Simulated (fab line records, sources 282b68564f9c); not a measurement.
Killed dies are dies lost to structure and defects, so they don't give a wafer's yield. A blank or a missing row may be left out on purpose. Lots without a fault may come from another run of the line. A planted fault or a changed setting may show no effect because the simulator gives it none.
fab line records | flow rit_cmos
record lots=15 wafers=45 last_day=7
route steps=202 shown GATE@96 CONTACT@173 M1@194
lots that met no fault: from a run of the same line without faults
start_h: hours from the record's first day to the start of the lot's first wafer shown | wait_h: hours since the lot's step before | " the same as in the row above | L1.1+2: a row that stands for several wafers | - no value, or no start given | * or withheld: withheld | < > ~ a bound
route shown NAME@n: a module of which the file shows steps, and the number in the route of the first | usual: mean/standard deviation of fault-free wafers | same: alike in all rows | chamber/n: place in a boat | sites: the reading at each site | _std_site: their standard deviation | _edge_site: outer sites' mean less inner sites' | radius_mm: how far each site lies from the wafer's centre | mask NAME#n: copy n | behind: the tool/chamber that last shaped the wafer | hold: why the lot was held/for how many hours/how that ended | device: the transistor (n, p or np) that didn't switch | end of line: the same wafers' tests at the end of the route | a step without rows: its recipe alone | killed: dies lost to structure and defects at the first sort, not the wafer's yield | map: a wafer's dies, x killed, . not, _ none there
set.NAME: the setting as run; set.NAME@STEP: as run at that earlier step | model.NAME: the simulator's own value behind a step, which no gauge read
steps of the route over a sample of lots; a table a step, a row a wafer
services: from which hour (start_h, from the record's first day; less than 0 if before it) a tool's chamber was out of use, for how many hours, and why
## steps
# step RIT_GATE_STRIP_20
# recipe chemistry=O2 time_s=180 resist=NOVOLAK platen_temp_c=withheld power_w=500 pressure_mtorr=4000 o2_flow_sccm=4000
# usual drypump_motor_current_A=5.4/0.38
# columns lot.wafer tool chamber start_h wait_h drypump_motor_current_A rf_hours_counter_h
L223.1 plasma_asher-02 0 51.75 0.1 5.3 39
L223.3 " 1 " " 6.2 -
L223.6 " 1 " " 6.1 -
L224.2 plasma_asher-04 1 52.00 0.1 5.2 27
L224.5 " 1 " " 5.2 -
L224.6 " 0 " " 5.7 -
L225.4 plasma_asher-04 1 59.31 0.1 5.2 -
L225.5 " 0 " " 5.7 -
L225.6 " 1 " " 5.2 -
L226.1 plasma_asher-01 1 59.47 0.1 5.4 41
L226.5 " 0 " " 4.9 -
L226.6 " 1 " " 5.4 -
L227.1 plasma_asher-04 1 63.30 0.1 5.2 29
L227.3 " 1 " " 5.2 -
L227.6 " 1 " " 5.2 -
L229.4 plasma_asher-02 0 75.72 0.1 5.3 -
L229.5 " 1 " " 6.1 -
L229.6 " 0 " " 5.3 -
L230.1 plasma_asher-01 1 78.96 0.1 5.4 43
L230.4 " 1 " " 5.4 -
L230.6 " 0 " " 4.9 -
L231.1 plasma_asher-01 0 87.52 0.1 4.9 44
L231.4 " 1 " " 5.4 -
L231.6 " 0 " " 4.9 -
L232.2 plasma_asher-01 1 91.59 0.1 5.4 45
L232.4 " 0 " " 4.9 -
L232.6 " 1 " " 5.4 -
L234.1 plasma_asher-01 1 104.49 0.1 5.4 46
L234.2 " 0 " " 4.9 46
L234.5 " 1 " " 5.4 -
L236.1 plasma_asher-04 0 111.70 0.1 5.8 34
L236.2 " 1 " " 5.2 34
L236.3 " 0 " " 5.8 -
L240.2 plasma_asher-04 1 132.11 0.1 5.2 37
L240.5 " 0 " " 5.8 -
L240.6 " 1 " " 5.2 -
L241.1 plasma_asher-04 0 134.56 0.1 5.8 37
L241.2 " 1 " " 5.2 37
L241.4 " 0 " " 5.8 -
L242.3 plasma_asher-01 0 138.19 0.1 4.9 -
L242.4 " 1 " " 5.4 -
L242.6 " 1 " " 5.4 -
L243.2 plasma_asher-01 0 143.65 0.1 4.9 50
L243.3 " 1 " " 5.4 -
L243.4 " 0 " " 4.9 -
# step RIT_CONTACT_EXPOSE_05
# recipe mask_id=M11 na=0.6 source_shape=conventional sigma_outer=0.5 target_cd_nm=1000 dose_mj=250
# columns lot.wafer tool chamber start_h wait_h mask
L223.1+3+6 iline_stepper-02 0 68.03 0.3 M11#0
L224.2+5+6 iline_stepper-02 0 69.37 0.1 M11#0
L225.4+5+6 iline_stepper-02 0 73.82 0.1 M11#0
L226.1+5+6 iline_stepper-01 0 75.38 0.3 M11#0
L227.1+3+6 iline_stepper-02 0 77.82 0.3 M11#0
L229.4+5+6 iline_stepper-02 0 92.25 0.1 M11#0
L230.1+4+6 iline_stepper-01 0 94.05 0.3 M11#0
L231.1+4+6 iline_stepper-01 0 101.72 0.1 M11#0
L232.2+4+6 iline_stepper-01 0 106.35 0.1 M11#0
L234.1+2+5 iline_stepper-01 0 119.77 0.3 M11#0
L236.1+2+3 iline_stepper-02 0 126.62 0.1 M11#0
L240.2+5+6 iline_stepper-02 0 146.08 0.3 M11#0
L241.1+2+4 iline_stepper-02 0 148.94 0.1 M11#0
L242.3+4+6 iline_stepper-01 0 152.92 0.2 M11#0
L243.2+3+4 iline_stepper-01 0 158.38 0.1 M11#0
# step RIT_CONTACT_OVL_MEAS_09
# usual CONTACT_OVL=-0.6/1.5
# columns lot.wafer tool chamber start_h wait_h hold CONTACT_OVL[nm]
L223.1 overlay-01 - 68.67 0.1 - 1.3
L223.3 " - " " - -0.6
L223.6 " - " " - 0.0
L224.2 overlay-02 - 70.02 0.1 - -1.0
L224.5 " - " " - -1.2
L224.6 " - " " - -1.2
L225.4 overlay-02 - 74.41 0.1 - -2.2
L225.5 " - " " - -2.2
L225.6 " - " " - -2.5
L226.1 overlay-02 - 76.07 0.1 - -2.1
L226.5 " - " " - -2.9
L226.6 " - " " - -3.0
L227.1 overlay-02 - 78.46 0.1 - -0.4
L227.3 " - " " - 0.7
L227.6 " - " " - 0.7
L229.4 overlay-02 - 92.85 0.1 - 0.2
L229.5 " - " " - 0.3
L229.6 " - " " - 1.5
L230.1 overlay-02 - 94.69 0.1 - -1.3
L230.4 " - " " - -0.6
L230.6 " - " " - -1.2
L231.1 overlay-02 - 102.35 0.1 - -0.2
L231.4 " - " " - -2.1
L231.6 " - " " - -3.2
L232.2 overlay-01 - 106.97 0.1 - -1.0
L232.4 " - " " - -1.1
L232.6 " - " " - 0.9
L234.1 overlay-01 - 120.40 0.1 - -2.7
L234.2 " - " " - -2.5
L234.5 " - " " - -4.7
L236.1 overlay-01 - 127.25 0.1 await_dispo/0.2h/release -148.9
L236.2 " - " " await_dispo/0.2h/release -149.3
L236.3 " - " " await_dispo/0.2h/release -148.9
L236.1 overlay-01 - 127.52 0.3 - -148.7
L236.2 " - " " - -148.0
L236.3 " - " " - -147.7
L240.2 overlay-01 - 146.70 0.1 await_dispo/0.2h/release -151.7
L240.5 " - " " await_dispo/0.2h/release -151.5
L240.6 " - " " await_dispo/0.2h/release -151.1
L240.2 overlay-01 - 146.90 0.2 - -150.7
L240.5 " - " " - -150.9
L240.6 " - " " - -149.5
L241.1 overlay-02 - 149.58 0.1 await_dispo/0.2h/release -150.7
L241.2 " - " " await_dispo/0.2h/release -146.8
L241.4 " - " " await_dispo/0.2h/release -148.6
L241.1 overlay-02 - 149.78 0.2 - -149.5
L241.2 " - " " - -145.2
L241.4 " - " " - -147.7
L242.3 overlay-02 - 153.53 0.1 - 0.2
L242.4 " - " " - 0.8
L242.6 " - " " - 1.7
L243.2 overlay-02 - 159.00 0.1 - -0.8
L243.3 " - " " - 1.1
L243.4 " - " " - 0.8
# step RIT_M1_OVL_MEAS_10
# usual M1_OVL=1.2/1.8
# columns lot.wafer tool chamber start_h wait_h M1_OVL[nm]
L223.1 overlay-02 - 71.43 0.1 3.3
L223.3 " - " " 5.1
L223.6 " - " " 2.6
L224.2 overlay-02 - 72.58 0.1 4.2
L224.5 " - " " 3.7
L224.6 " - " " 2.0
L225.4 overlay-02 - 76.91 0.1 2.0
L225.5 " - " " 3.7
L225.6 " - " " 2.4
L226.1 overlay-02 - 78.71 0.1 3.1
L226.5 " - " " 2.3
L226.6 " - " " 1.9
L227.1 overlay-02 - 80.96 0.1 -1.0
L227.3 " - " " -1.1
L227.6 " - " " 1.1
L229.4 overlay-01 - 95.36 0.1 2.8
L229.5 " - " " 2.3
L229.6 " - " " 1.6
L230.1 overlay-01 - 97.38 0.1 5.1
L230.4 " - " " 2.7
L230.6 " - " " 1.7
L231.1 overlay-01 - 105.04 0.1 1.1
L231.4 " - " " 1.0
L231.6 " - " " -0.5
L232.2 overlay-02 - 109.73 0.1 1.1
L232.4 " - " " 3.9
L232.6 " - " " 1.8
L234.1 overlay-01 - 123.03 0.1 -2.9
L234.2 " - " " -1.2
L234.5 " - " " -1.7
L242.3 overlay-01 - 156.05 0.1 -0.3
L242.4 " - " " -0.9
L242.6 " - " " 1.8
L243.2 overlay-02 - 161.62 0.1 2.1
L243.3 " - " " 1.9
L243.4 " - " " 1.0
# step RIT_M1_BOW_MEAS_16
# recipe mode=bow
# usual M1_BOW=16/6.6
# columns lot.wafer tool chamber start_h wait_h M1_BOW[um]
L223.1 film_metro-03 - 73.92 0.0 12
L223.3 " - " " 21
L223.6 " - " " 16
L224.2 film_metro-02 - 75.44 0.0 26
L224.5 " - " " 1
L224.6 " - " " 21
L225.4 film_metro-02 - 79.39 0.1 5
L225.5 " - " " 14
L225.6 " - " " 15
L226.1 film_metro-04 - 81.15 0.0 10
L226.5 " - " " 4
L226.6 " - " " 11
L227.1 film_metro-04 - 83.39 0.0 20
L227.3 " - " " 18
L227.6 " - " " 7
L229.4 film_metro-02 - 97.82 0.1 34
L229.5 " - " " 17
L229.6 " - " " 4
L230.1 film_metro-04 - 99.80 0.0 23
L230.4 " - " " 13
L230.6 " - " " 16
L231.1 film_metro-04 - 107.46 0.0 26
L231.4 " - " " 22
L231.6 " - " " 21
L232.2 film_metro-02 - 112.16 0.0 10
L232.4 " - " " 24
L232.6 " - " " 18
L234.1 film_metro-02 - 125.45 0.0 17
L234.2 " - " " 18
L234.5 " - " " 15
L242.3 film_metro-04 - 158.50 0.0 29
L242.4 " - " " 20
L242.6 " - " " 16
L243.2 film_metro-04 - 164.07 0.0 22
L243.3 " - " " 9
L243.4 " - " " 13
# step RIT_M1_PROBE_99
# usual defect_limited_yield=97.2/1.3 killed_at_M0_to_M3=0.0/0.083 killed_at_contacts=0.1/0.27 killed_at_front_end=7/3.3 killed_dies=7/3.3 killed_open=3.5/2 killed_short=3.8/2.2 sort_bin_3_pad_short=0.2/0.27 sort_bin_5_function=1.6/0.86 sort_bin_6_memory=1.1/0.66 sort_n_pass=257/3.3 sort_yield_pct=97.2/1.3
# same gross_dies=264 killed_at_M4_up=0 killed_at_back_side=0 killed_at_other=0
# columns lot.wafer tool chamber start_h wait_h defect_limited_yield[%] killed_at_M0_to_M3 killed_at_contacts killed_at_front_end killed_dies killed_open killed_short sort_bin_3_pad_short[%] sort_bin_5_function[%] sort_bin_6_memory[%] sort_n_pass sort_yield_pct[%]
L223.1 prober-01 - 74.04 0.1 96.6 0 0 9 9 5 4 0 1.9 1.5 255 96.6
L223.3 prober-01 - 74.14 0.2 96.6 0 0 9 9 2 6 0.4 2.3 0.8 255 96.6
L223.6 prober-01 - 74.29 0.2 98.1 0 0 5 5 3 2 0 0.8 1.1 259 98.1
L224.2 prober-02 - 75.59 0.1 97.3 0 0 7 7 2 5 0.4 0.8 1.5 257 97.3
L224.5 prober-02 - 75.74 0.2 97.7 0 0 6 6 3 3 0.4 1.5 0.4 258 97.7
L224.6 prober-02 - 75.79 0.2 97.3 0 0 7 7 3 4 0.4 1.1 1.1 257 97.3
L225.4 prober-01 - 79.60 0.2 97.7 0 1 5 6 3 3 0 1.5 0.8 258 97.7
L225.5 prober-01 - 79.65 0.2 98.5 0 0 4 4 2 2 0 0.8 0.8 260 98.5
L225.6 prober-01 - 79.70 0.2 95.8 0 0 11 11 5 6 0 2.7 1.5 253 95.8
L226.1 prober-02 - 81.27 0.1 97.0 0 0 8 8 4 4 0 1.5 1.5 256 97.0
L226.5 prober-02 - 81.47 0.2 97.7 0 0 6 6 4 2 0 1.9 0.4 258 97.7
L226.6 prober-02 - 81.52 0.2 97.0 0 0 8 8 6 1 0 1.9 1.1 256 97.0
L227.1 prober-01 - 83.51 0.1 97.7 0 0 6 6 3 3 0 1.5 0.8 258 97.7
L227.3 prober-01 - 83.61 0.2 98.5 0 0 4 4 2 2 0 0.8 0.8 260 98.5
L227.6 prober-01 - 83.76 0.2 97.7 0 0 6 6 2 4 0 1.1 1.1 258 97.7
L229.4 prober-01 - 98.03 0.2 98.1 0 0 5 5 3 2 0.4 1.1 0.4 259 98.1
L229.5 prober-01 - 98.08 0.2 97.7 0 0 6 6 4 2 0 1.9 0.4 258 97.7
L229.6 prober-01 - 98.13 0.2 98.1 0 0 5 5 2 3 0 1.5 0.4 259 98.1
L230.1 prober-02 - 99.92 0.1 98.5 0 0 4 4 3 1 0 1.1 0.4 260 98.5
L230.4 prober-02 - 100.07 0.2 93.6 0 0 17 17 11 6 0 3.8 2.7 247 93.6
L230.6 prober-02 - 100.17 0.2 96.2 0 0 10 10 5 5 0 1.5 2.3 254 96.2
L231.1 prober-01 - 107.58 0.1 96.6 0 0 9 9 4 5 0 1.9 1.5 255 96.6
L231.4 prober-01 - 107.73 0.2 97.7 0 0 6 6 4 2 0 1.1 1.1 258 97.7
L231.6 prober-01 - 107.83 0.2 97.7 0 0 6 6 2 4 0 1.1 1.1 258 97.7
L232.2 prober-02 - 112.31 0.1 95.1 0 0 13 13 7 6 0.4 3.0 1.5 251 95.1
L232.4 prober-02 - 112.41 0.2 97.3 1 0 6 7 3 4 0 1.9 0.8 257 97.3
L232.6 prober-02 - 112.51 0.2 97.0 0 0 8 8 4 4 0.4 2.3 0.4 256 97.0
L234.1 prober-02 - 125.57 0.1 95.5 0 0 12 12 5 7 0 1.9 2.7 252 95.5
L234.2 prober-02 - 125.62 0.1 96.6 0 0 9 9 5 4 0 1.9 1.5 255 96.6
L234.5 prober-02 - 125.77 0.2 98.1 0 0 5 5 4 1 0 0.8 1.1 259 98.1
L242.3 prober-02 - 158.68 0.2 97.0 0 0 8 8 3 5 0.4 1.1 1.5 256 97.0
L242.4 prober-02 - 158.73 0.2 96.6 0 0 9 9 3 6 0 1.5 1.9 255 96.6
L242.6 prober-02 - 158.83 0.2 98.9 0 0 3 3 2 1 0.4 0.4 0.4 261 98.9
L243.2 prober-01 - 164.22 0.1 97.3 0 1 6 7 2 5 0.4 1.5 0.8 257 97.3
L243.3 prober-01 - 164.27 0.2 97.3 0 0 7 7 6 1 0 1.5 1.1 257 97.3
L243.4 prober-01 - 164.32 0.2 98.1 0 0 5 5 2 3 0 0 1.9 259 98.1
# killed by level:class
L223.1 GATE:geometric_particle:short=2 REOX:geometric_particle:short=2 REOX:geometric_particle:open=2 SILICIDE:geometric_particle:open=2 GATE:geometric_particle:open=1
L223.3 SPACER:geometric_particle:short=3 GATE:geometric_particle:short=2 FOX2:geometric_particle:short=1 GATE:geometric_particle:open=1 REOX:geometric_particle:open=1 GATE:coat_microbubble_printed=1
L223.6 GATE:geometric_particle:open=2 GATE:geometric_particle:short=2 FOX2:geometric_particle:open=1
L224.2 GATE:geometric_particle:short=2 SPACER:geometric_particle:open=2 SPACER:geometric_particle:short=2 SILICIDE:geometric_particle:short=1
L224.5 GATE:geometric_particle:short=2 SPACER:geometric_particle:open=2 FOX1:geometric_particle:short=1 GATE:geometric_particle:open=1
L224.6 GATE:geometric_particle:open=2 GATE:geometric_particle:short=2 SILICIDE:geometric_particle:short=2 SILICIDE:geometric_particle:open=1
L225.4 FOX2:geometric_particle:short=1 GATE:geometric_particle:open=1 REOX:geometric_particle:open=1 SPACER:geometric_particle:short=1 SILICIDE:geometric_particle:open=1 CONTACT:geometric_particle:short=1
L225.5 FOX2:geometric_particle:short=1 FOX2:geometric_particle:open=1 GATE:geometric_particle:open=1 REOX:geometric_particle:short=1
L225.6 FOX2:geometric_particle:short=3 GATE:geometric_particle:open=2 REOX:geometric_particle:short=2 SILICIDE:geometric_particle:open=2 FOX2:geometric_particle:open=1 SILICIDE:geometric_particle:short=1
L226.1 SPACER:geometric_particle:open=2 SILICIDE:geometric_particle:short=2 FOX1:geometric_particle:open=1 GATE:geometric_particle:short=1 SPACER:geometric_particle:short=1 SILICIDE:geometric_particle:open=1
L226.5 REOX:geometric_particle:open=3 FOX1:geometric_particle:open=1 GATE:geometric_particle:short=1 REOX:geometric_particle:short=1
L226.6 REOX:geometric_particle:open=4 FOX1:geometric_particle:open=2 GATE:geometric_particle:short=1 NRETRO:coat_microbubble_printed=1
L227.1 GATE:geometric_particle:open=2 SPACER:geometric_particle:short=2 REOX:geometric_particle:open=1 SILICIDE:geometric_particle:short=1
L227.3 GATE:geometric_particle:short=1 GATE:geometric_particle:open=1 REOX:geometric_particle:open=1 SILICIDE:geometric_particle:short=1
L227.6 GATE:geometric_particle:short=2 FOX2:geometric_particle:short=1 GATE:geometric_particle:open=1 SILICIDE:geometric_particle:open=1 SILICIDE:geometric_particle:short=1
L229.4 GATE:geometric_particle:open=3 GATE:geometric_particle:short=1 SPACER:geometric_particle:short=1
L229.5 SILICIDE:geometric_particle:open=2 FOX1:geometric_particle:open=1 FOX2:geometric_particle:open=1 GATE:geometric_particle:short=1 REOX:geometric_particle:short=1
L229.6 GATE:geometric_particle:open=2 SILICIDE:geometric_particle:short=2 SPACER:geometric_particle:short=1
L230.1 SILICIDE:geometric_particle:open=3 GATE:geometric_particle:short=1
L230.4 GATE:geometric_particle:short=4 GATE:geometric_particle:open=3 SILICIDE:geometric_particle:open=3 FOX1:geometric_particle:open=2 SPACER:geometric_particle:open=2 FOX1:geometric_particle:short=1 REOX:geometric_particle:open=1 SILICIDE:geometric_particle:short=1
L230.6 GATE:geometric_particle:short=2 SPACER:geometric_particle:open=2 SILICIDE:geometric_particle:short=2 FOX1:geometric_particle:open=1 GATE:geometric_particle:open=1 SPACER:geometric_particle:short=1 SILICIDE:geometric_particle:open=1
L231.1 SPACER:geometric_particle:short=3 FOX1:geometric_particle:short=1 FOX2:geometric_particle:open=1 GATE:geometric_particle:short=1 GATE:geometric_particle:open=1 REOX:geometric_particle:open=1 SILICIDE:geometric_particle:open=1
L231.4 GATE:geometric_particle:open=2 FOX1:geometric_particle:short=1 GATE:geometric_particle:short=1 REOX:geometric_particle:open=1 SPACER:geometric_particle:open=1
L231.6 FOX1:geometric_particle:short=2 GATE:geometric_particle:short=2 GATE:geometric_particle:open=1 SPACER:geometric_particle:open=1
L232.2 FOX1:geometric_particle:open=5 REOX:geometric_particle:short=3 FOX1:geometric_particle:short=1 GATE:geometric_particle:short=1 GATE:geometric_particle:open=1 SPACER:geometric_particle:short=1 SILICIDE:geometric_particle:open=1
L232.4 GATE:geometric_particle:open=2 FOX1:geometric_particle:short=1 GATE:geometric_particle:short=1 REOX:geometric_particle:short=1 REOX:geometric_particle:open=1 M1:geometric_particle:short=1
L232.6 FOX2:geometric_particle:open=2 GATE:geometric_particle:short=2 SILICIDE:geometric_particle:short=2 GATE:geometric_particle:open=1 SPACER:geometric_particle:open=1
L234.1 FOX1:geometric_particle:short=3 GATE:geometric_particle:short=2 REOX:geometric_particle:short=2 FOX1:geometric_particle:open=1 GATE:geometric_particle:open=1 REOX:geometric_particle:open=1 SPACER:geometric_particle:open=1 SILICIDE:geometric_particle:open=1
L234.2 GATE:geometric_particle:open=3 GATE:geometric_particle:short=3 FOX1:geometric_particle:open=1 FOX2:geometric_particle:open=1 REOX:geometric_particle:short=1
L234.5 GATE:geometric_particle:open=3 GATE:geometric_particle:short=1 SILICIDE:geometric_particle:open=1
L242.3 REOX:geometric_particle:short=2 FOX2:geometric_particle:open=1 GATE:geometric_particle:open=1 GATE:geometric_particle:short=1 SPACER:geometric_particle:open=1 SPACER:geometric_particle:short=1 SILICIDE:geometric_particle:short=1
L242.4 FOX2:geometric_particle:short=2 GATE:geometric_particle:short=2 FOX2:geometric_particle:open=1 GATE:geometric_particle:open=1 REOX:geometric_particle:open=1 REOX:geometric_particle:short=1 SPACER:geometric_particle:short=1
L242.6 FOX2:geometric_particle:open=2 REOX:geometric_particle:short=1
L243.2 REOX:geometric_particle:short=2 ACTIVE:geometric_particle:short=1 FOX1:geometric_particle:short=1 FOX1:geometric_particle:open=1 SILICIDE:geometric_particle:short=1 CONTACT:geometric_particle:open=1
L243.3 SILICIDE:geometric_particle:open=2 ACTIVE:geometric_particle:open=1 FOX1:geometric_particle:short=1 FOX1:geometric_particle:open=1 FOX2:geometric_particle:open=1 GATE:geometric_particle:open=1
L243.4 FOX1:geometric_particle:short=2 SILICIDE:geometric_particle:open=2 GATE:geometric_particle:short=1
## services
# columns tool chamber start_h hours kind
iline_stepper-01 - 49.53 1.7 pm
iline_stepper-01 - 71.82 3.2 repair
iline_stepper-01 - 94.47 6.9 repair
plasma_asher-02 - 108.75 9.0 pm
plasma_asher-02 0 108.75 9.0 vent_cycle
plasma_asher-02 1 108.75 9.0 vent_cycle
plasma_asher-02 0 117.75 - clean
plasma_asher-02 1 117.75 - clean
iline_stepper-01 0 138.15 - calibration
iline_stepper-02 0 153.27 - calibration
## key
first_sign step=RIT_CONTACT_OVL_MEAS_09 reading=visit direction=added
effect step=RIT_CONTACT_OVL_MEAS_09 reading=CONTACT_OVL direction=down sigmas=98 usual=-0.6 struck=-149.7
met_at RIT_CONTACT_EXPOSE_05
struck_lots L236,L240,L241
scrapped_behind RIT_CONTACT_OVL_MEAS_09 L236.1,L236.2,L236.3,L240.2,L240.5,L240.6,L241.1,L241.2,L241.4
not_acting_at RIT_GATE_STRIP_20,RIT_M1_OVL_MEAS_10,RIT_M1_BOW_MEAS_16
onset_between 92.25 126.62
fault kind=scanner_matching_overlay tool=iline_stepper-02 chamber=- onset_h=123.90 steps=RIT_CONTACT_EXPOSE_05 offset=-150
